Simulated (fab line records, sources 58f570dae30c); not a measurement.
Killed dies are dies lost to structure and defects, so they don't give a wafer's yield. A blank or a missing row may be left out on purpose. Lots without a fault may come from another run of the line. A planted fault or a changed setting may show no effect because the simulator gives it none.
Tool commonality check | flow berkeley_cmos170 | 14 lots, 42 wafers sampled

WHY IT WAS OPENED
At UCB170_SDANNEAL_RS_MEAS_02 the reading PSD_RS is flagged on 2 of 14 lots. Wafers without a fault read 75.47 ohm/sq, standard deviation 0.26.
Rule: a lot is flagged when every wafer of it that has a number lies more than 4 standard deviations from that mean, or none has a number. The other lots count as sound.

lot  | measured     | on            | PSD_RS (ohm/sq), wafer by wafer | flag
L445 | day 7 04:02  | film_metro-03 | 75.47 75.59 75.83               |
L448 | day 7 11:31  | film_metro-03 | 75.42 75.72 75.63               |
L447 | day 7 12:13  | film_metro-01 | 75.45 76.19 75.77               |
L449 | day 8 01:29  | film_metro-03 | 75.23 75.34 75.49               |
L450 | day 8 01:49  | film_metro-01 | 75.65 75.35 75.36               |
L452 | day 8 12:27  | film_metro-03 | 75.53 75.46 75.41               |
L451 | day 8 12:52  | film_metro-01 | 75.42 75.46 75.55               |
L453 | day 8 17:23  | film_metro-02 | 75.74 75.21 75.45               |
L454 | day 9 04:41  | film_metro-02 | 75.20 74.95 74.97               |
L456 | day 9 16:46  | film_metro-02 | 83.24 83.40 83.28               | FLAGGED
L457 | day 9 16:58  | film_metro-01 | 75.50 75.33 75.57               |
L458 | day 9 22:49  | film_metro-01 | 83.35 83.27 83.86               | FLAGGED
L464 | day 11 00:26 | film_metro-03 | 75.73 75.53 75.29               |
L466 | day 11 10:31 | film_metro-01 | 74.95 75.06 75.17               |
The numbers of the flagged lots are 83.40 ohm/sq on average: +7.93 ohm/sq against the usual, or +31 standard deviations.

WHICH TOOL RAN EACH LOT
The record holds 1 process step before the reading, out of a route of 331 steps. In each cell: the tool, then ch and the chambers that the sampled wafers went through, then the start.
lot  | flag    | UCB170_SDANNEAL_RTA_01
L445 |         | rtp_anneal-01 ch 0, day 7 03:58
L448 |         | rtp_anneal-01 ch 0, day 7 11:28
L447 |         | rtp_anneal-02 ch 0, day 7 12:09
L449 |         | rtp_anneal-01 ch 0, day 8 01:25
L450 |         | rtp_anneal-02 ch 0, day 8 01:45
L452 |         | rtp_anneal-01 ch 0, day 8 12:22
L451 |         | rtp_anneal-02 ch 0, day 8 12:48
L453 |         | rtp_anneal-02 ch 0, day 8 17:20
L454 |         | rtp_anneal-02 ch 0, day 9 04:36
L456 | FLAGGED | rtp_anneal-02 ch 0, day 9 16:42
L457 |         | rtp_anneal-01 ch 0, day 9 16:53
L458 | FLAGGED | rtp_anneal-02 ch 0, day 9 22:46
L464 |         | rtp_anneal-01 ch 0, day 11 00:22
L466 |         | rtp_anneal-01 ch 0, day 11 10:27
What these steps do:
- UCB170_SDANNEAL_RTA_01: time 5 s.
- UCB170_SDANNEAL_RS_MEAS_02: measures by four-point-probe.

FLAGGED OVER TOTAL, TOOL BY TOOL (the gauges that took the reading come last)
step                       | tool          | lots run | flagged | share of the flagged lots | sound lots run after its first flagged lot
UCB170_SDANNEAL_RTA_01     | rtp_anneal-01 | 7        | 0       | none                      | -
UCB170_SDANNEAL_RTA_01     | rtp_anneal-02 | 7        | 2       | all                       | 0
UCB170_SDANNEAL_RS_MEAS_02 | film_metro-01 | 6        | 1       | some                      | 1 (L466)
UCB170_SDANNEAL_RS_MEAS_02 | film_metro-02 | 3        | 1       | some                      | 0
UCB170_SDANNEAL_RS_MEAS_02 | film_metro-03 | 5        | 0       | none                      | -

WHAT THE TABLE ALLOWS
1 row of the table ran every flagged lot: rtp_anneal-02 at UCB170_SDANNEAL_RTA_01.
- rtp_anneal-02 at UCB170_SDANNEAL_RTA_01: 2 of its 7 lots flagged. Its last sound lot is L454 (day 9 04:36), its first flagged lot L456 (day 9 16:42): a fault that began between those two fits.
One tool is left: rtp_anneal-02 at UCB170_SDANNEAL_RTA_01.

WHAT THE SIMULATOR HAD PUT IN
Process parameter drift: rtp_anneal-02, from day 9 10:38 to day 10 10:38, at UCB170_SDANNEAL_RTA_01. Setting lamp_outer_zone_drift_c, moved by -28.
Lots struck among those shown: L456, L458. The rule above found the same.
